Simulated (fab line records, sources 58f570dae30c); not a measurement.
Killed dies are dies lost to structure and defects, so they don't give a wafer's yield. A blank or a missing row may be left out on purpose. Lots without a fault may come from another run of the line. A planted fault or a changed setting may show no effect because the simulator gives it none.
Split-lot experiment | flow berkeley_cmos170 | 5 lots, 23 wafers read, on a route of 331 steps

THE SPLIT
At UCB170_SILICIDE_SPUTTER_01 (material Ti, target thk 30 nm, time 25 s), the setting power_w was moved away from the recipe's 1500 W on 8 of the 23 wafers read, by -11.0% to +8.8%. The other wafers ran this setting at the recipe's value.

FROM THE SPLIT TO THE READING: what the file shows between them, 1 step
- UCB170_SILICIDE_RS_MEAS_02: measures by four-point-probe

THE READING
SILICIDE_TI_THK, in nm, at UCB170_SILICIDE_THK_MEAS_03 (measures by xrf). Fault-free wafers of this fab line usually give 30.6 nm, standard deviation 0.47 nm.

wafer  | tool, chamber at the split | power_w as run, W | against the recipe | SILICIDE_TI_THK, nm | against lot-mates on the recipe
L074.1 | pvd_sputter-01, -          | 1500              | recipe             | 29.8                | -
L074.5 | pvd_sputter-01, -          | 1500              | recipe             | 30.9                | -
L074.6 | pvd_sputter-01, -          | 1500              | recipe             | 30.7                | -
L075.1 | pvd_sputter-02, -          | 1335              | -11.0%             | 27.5                | -3.2
L075.2 | pvd_sputter-02, -          | 1500              | recipe             | 30.5                | -
L075.4 | pvd_sputter-02, -          | 1335              | -11.0%             | 27.4                | -3.3
L075.5 | pvd_sputter-02, -          | 1335              | -11.0%             | 27.7                | -3.0
L075.6 | pvd_sputter-02, -          | 1500              | recipe             | 30.9                | -
L078.1 | pvd_sputter-01, -          | 1632              | +8.8%              | 33.4                | +2.8
L078.2 | pvd_sputter-01, -          | 1500              | recipe             | 31.0                | -
L078.3 | pvd_sputter-01, -          | 1632              | +8.8%              | 33.9                | +3.3
L078.4 | pvd_sputter-01, -          | 1500              | recipe             | 29.9                | -
L078.6 | pvd_sputter-01, -          | 1500              | recipe             | 30.9                | -
L080.1 | pvd_sputter-02, -          | 1500              | recipe             | 31.4                | -
L080.2 | pvd_sputter-02, -          | 1419              | -5.4%              | 29.3                | -2.1
L080.3 | pvd_sputter-02, -          | 1419              | -5.4%              | 29.0                | -2.4
L080.5 | pvd_sputter-02, -          | 1419              | -5.4%              | 29.8                | -1.6
L080.6 | pvd_sputter-02, -          | 1500              | recipe             | 31.4                | -
L085.1 | pvd_sputter-04, -          | 1500              | recipe             | 31.0                | -
L085.3 | pvd_sputter-04, -          | 1500              | recipe             | 30.4                | -
L085.4 | pvd_sputter-04, -          | 1500              | recipe             | 30.5                | -
L085.5 | pvd_sputter-04, -          | 1500              | recipe             | 30.4                | -
L085.6 | pvd_sputter-04, -          | 1500              | recipe             | 30.4                | -

THE FIT
A straight line over all 23 wafers: SILICIDE_TI_THK changes by +0.297 nm for each +1% of power_w; r = +0.96; the points scatter about the line by 0.43 nm.
The same after taking each lot's own level away (the mean of its wafers on the recipe; 23 wafers): +0.317 nm for each +1%; r = +0.97; scatter 0.38 nm.
On that fit, the largest move of power_w shifts the reading by 3.5 nm.
The lots' own levels span 30.47 to 31.40 nm, that is 2.0 times the standard deviation above.
So the lot-to-lot level changes the slope little: the two slopes agree.
Check: with one of the wafers moved furthest among these (-11.0%) left out of the fit, the line predicts -3.53 nm for it against its lot-mates. It came out at -3.2 nm against them.

OTHER SPLITS ON THESE WAFERS
These wafers also went through other splits before the reading. Each is held against what the fit with the lots' levels taken away leaves over:
other split on the same wafers   | wafers away from the commonest value | r with SILICIDE_TI_THK (lot level and that fit taken away)
UCB170_GATE_EXPOSE_09 dose_mj    | 11                                   | +0.30
UCB170_PLDD_IMPLANT_09 dose_cm2  | 7                                    | +0.26
UCB170_NLDD_IMPLANT_09 dose_cm2  | 10                                   | -0.02
UCB170_PSD_IMPLANT_08 dose_cm2   | 8                                    | +0.14
UCB170_NSD_COAT_01 resist_thk_nm | 8                                    | -0.03
UCB170_SDANNEAL_RTA_00 time_s    | 7                                    | +0.02

THE WHOLE CHAIN: every reading that the file lists as answering this split, in the file's order
step                        | what it does                             | reading                                                                           | change (the file's fit)               | r (the file's)
UCB170_SILICIDE_SPUTTER_01  | material Ti, target thk 30 nm, time 25 s | Ti_of_SILICIDE_SPUTTER_01.thk_nm (the simulator's own value, which no gauge read) | +0.305 nm for each +1% of the setting | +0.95
UCB170_SILICIDE_RS_MEAS_02  | measures by four-point-probe             | SILICIDE_TI_RS                                                                    | -0.323 for each +1% of the setting    | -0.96
UCB170_SILICIDE_THK_MEAS_03 | measures by xrf                          | SILICIDE_TI_THK                                                                   | +0.319 for each +1% of the setting    | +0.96

THE FILE'S OWN FIT
SILICIDE_TI_THK changes by +0.319 nm for each +1% of power_w, r = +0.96.
